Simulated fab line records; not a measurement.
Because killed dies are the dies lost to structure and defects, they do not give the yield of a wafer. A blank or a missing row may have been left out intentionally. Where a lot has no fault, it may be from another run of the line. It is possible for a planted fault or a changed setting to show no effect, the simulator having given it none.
A lot that was struck, set against a sound lot :: flow rit cmos :: 15 steps out of a route of 202
Sound: the wafers L651.1, L651.4, L651.5. Wafers struck: L645.1, L645.2, L645.3. The cause comes at the end.
At each step with rows: each side's tool, then ch and its chambers, then its first start. Under that, the readings that differ: sound wafers :: struck wafers :: difference of the means :: sigmas: that difference in standard deviations of wafers without a fault.
alike: words and numbers the same on both sides, and readings whose means are apart by under 2 such deviations; not compared: readings that were withheld, readings missing a value for some wafer, numbers with overlapping values and no deviation given by the record, and bounds like >300 which may hide the same value.
Wherever a step has rows on one side only, a row that says differs or no value, or a row with sigmas, the two part there. Numbers that have no deviation but don't overlap get no sigmas and don't part them. A reading missing from all wafers of one side parts the sides only when that side holds two or more wafers.

first, 1 step without rows for these wafers: RIT_PRETRO_DEVELOP_05 (develop time 68 s).
RIT_PRETRO_OVL_MEAS_06:
  struck on overlay-02, day 4 05:44; sound on overlay-02, day 5 09:41
reading: PRETRO_OVL (nm)
sound: 3.8 1.9 0.5
struck: -1.1 -2.0 -0.5
difference: -3.3
sigmas: -3
then, 2 steps without rows for these wafers: RIT_PRETRO_HARDBAKE_07 (time 120 s); RIT_PRETRO_IMPLANT_08.
RIT_PRETRO_STRIP_09: strips in O2, time 180 s.
  sound on plasma asher-03 ch 0,1, day 5 10:08; struck on plasma asher-03 ch 0,1, day 4 06:11
  alike: drypump motor current A, rf refl power W
  not compared: rf hours counter h
RIT_PRETRO_TW_MEAS_10:
  struck on film metro-03, day 4 06:21; sound on film metro-02, day 5 10:18
reading: PRETRO_TW
sound: 462 462 464
struck: 472 472 472
difference: +9
sigmas: +2
then, 5 steps without rows for these wafers: RIT_GATE_WET_ETCH_00 (etches SiO2 in BOE, target depth 56 nm, time 60 s); RIT_GATE_CLEAN_01 (cleans in SC1, time 600 s); RIT_GATE_CLEAN_02 (cleans in dHF, time 30 s); RIT_GATE_CLEAN_03 (cleans in SC2, time 600 s); RIT_GATE_CLEAN_04 (cleans in dHF, time 60 s).
RIT_FOX2_THK_MEAS_91:
  struck on film metro-03, day 4 06:50; sound on film metro-01, day 5 10:48
  alike: FIELD_OXIDE_LEFT_2_THK
RIT_GATE_OXIDATION_05: target thk 3 nm, ox time 270 s.
  sound on furnace-04 ch 0, day 5 11:03; struck on furnace-01, day 4 08:28
  no value came back on the struck wafers for ox temp c (C), ox temp c max, zone power source pct (%); on the sound wafers ox temp c (C) reads 900.0 899.1 899.6
then, 2 steps without rows for these wafers: RIT_GATE_ANNEAL_06 (time 600 s); RIT_GATE_CVD_08 (deposits poly-Si from SiH4, target thk 250 nm, time 2220 s).

WHERE THEY PART
Last at RIT_GATE_OXIDATION_05 as far as this record goes, first at RIT_PRETRO_OVL_MEAS_06.

WHY: the cause the simulator had injected
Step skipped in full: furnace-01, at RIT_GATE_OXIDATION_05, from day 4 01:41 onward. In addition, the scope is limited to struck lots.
